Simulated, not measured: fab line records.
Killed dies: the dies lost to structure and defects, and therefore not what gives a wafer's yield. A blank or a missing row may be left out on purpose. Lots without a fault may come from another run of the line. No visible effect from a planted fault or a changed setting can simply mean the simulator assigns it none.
Matching of chambers -- flow berkeley-cmos170 -- UCB170_SPACER_ETCHBACK_03 on rie-diel-01: 3 sister chambers
The step etches SiO2 in CHF3/CF4/Ar, stops on Si, target depth 376 nm, time 100 s. 14 wafers are shown with their chamber, then 5 later ones without.

## WAFERS, EACH WITH ITS CHAMBER
wafer,chamber,drypump-motor-current-A (A),oes-product-au (a.u.),throttle-valve-pct (%)
L276.1,2,6.0,0.872,6.54
L276.2,1,5.0,0.901,6.54
L276.4,3,5.1,0.904,6.54
L279.2,2,6.0,0.882,6.52
L279.5,1,5.1,0.905,6.54
L279.6,2,6.0,0.886,6.54
L280.1,1,5.0,0.908,6.54
L280.3,2,6.0,0.891,6.55
L280.5,1,5.0,0.918,6.55
L290.1,2,6.0,0.884,6.54
L290.2,3,5.1,0.908,6.54
L290.6,2,6.0,0.900,6.53
L293.1,2,6.0,0.882,6.53
L293.4,3,5.1,0.921,6.52

SIGNATURES (averages over the wafers above)
reading,chamber 1,chamber 2,chamber 3,scatter within a chamber
drypump-motor-current-A,5.025,6.000,5.100,0.0261
oes-product-au,0.90800,0.88529,0.91100,0.00834
throttle-valve-pct,6.5425,6.5357,6.5333,0.00911
Rule: for a wafer and a chamber, the distance is found by dividing, reading by reading, the gap between the wafer's reading and the chamber's mean by the reading's scatter, squaring, summing and taking the root. The wafer belongs to the nearest chamber; if the next one is less than 2 further off, it can't be placed. The scatter: take each reading less its chamber's mean, square it, sum over the shown wafers, divide by the number of wafers less the number of chambers, and take the root.

## WAFERS MISSING THEIR CHAMBER
wafer,drypump-motor-current-A (A),oes-product-au (a.u.),throttle-valve-pct (%)
L293.5,5.1,0.904,6.55
L296.4,5.0,0.911,6.55
L296.6,5.1,0.895,6.54
L297.5,5.0,0.888,6.54
L297.6,5.1,0.896,6.55

## THE CHAMBER EACH PASSED THROUGH
wafer,from the rows above,in truth
L293.5,can't be placed: 3 or 1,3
L296.4,1,1
L296.6,can't be placed: 3 or 1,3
L297.5,1,1
L297.6,can't be placed: 3 or 1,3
Correctly placed: 2 of 5. Can't be placed from these rows: 3 (the true chamber is among the candidates in 3). Placed wrongly: 0.
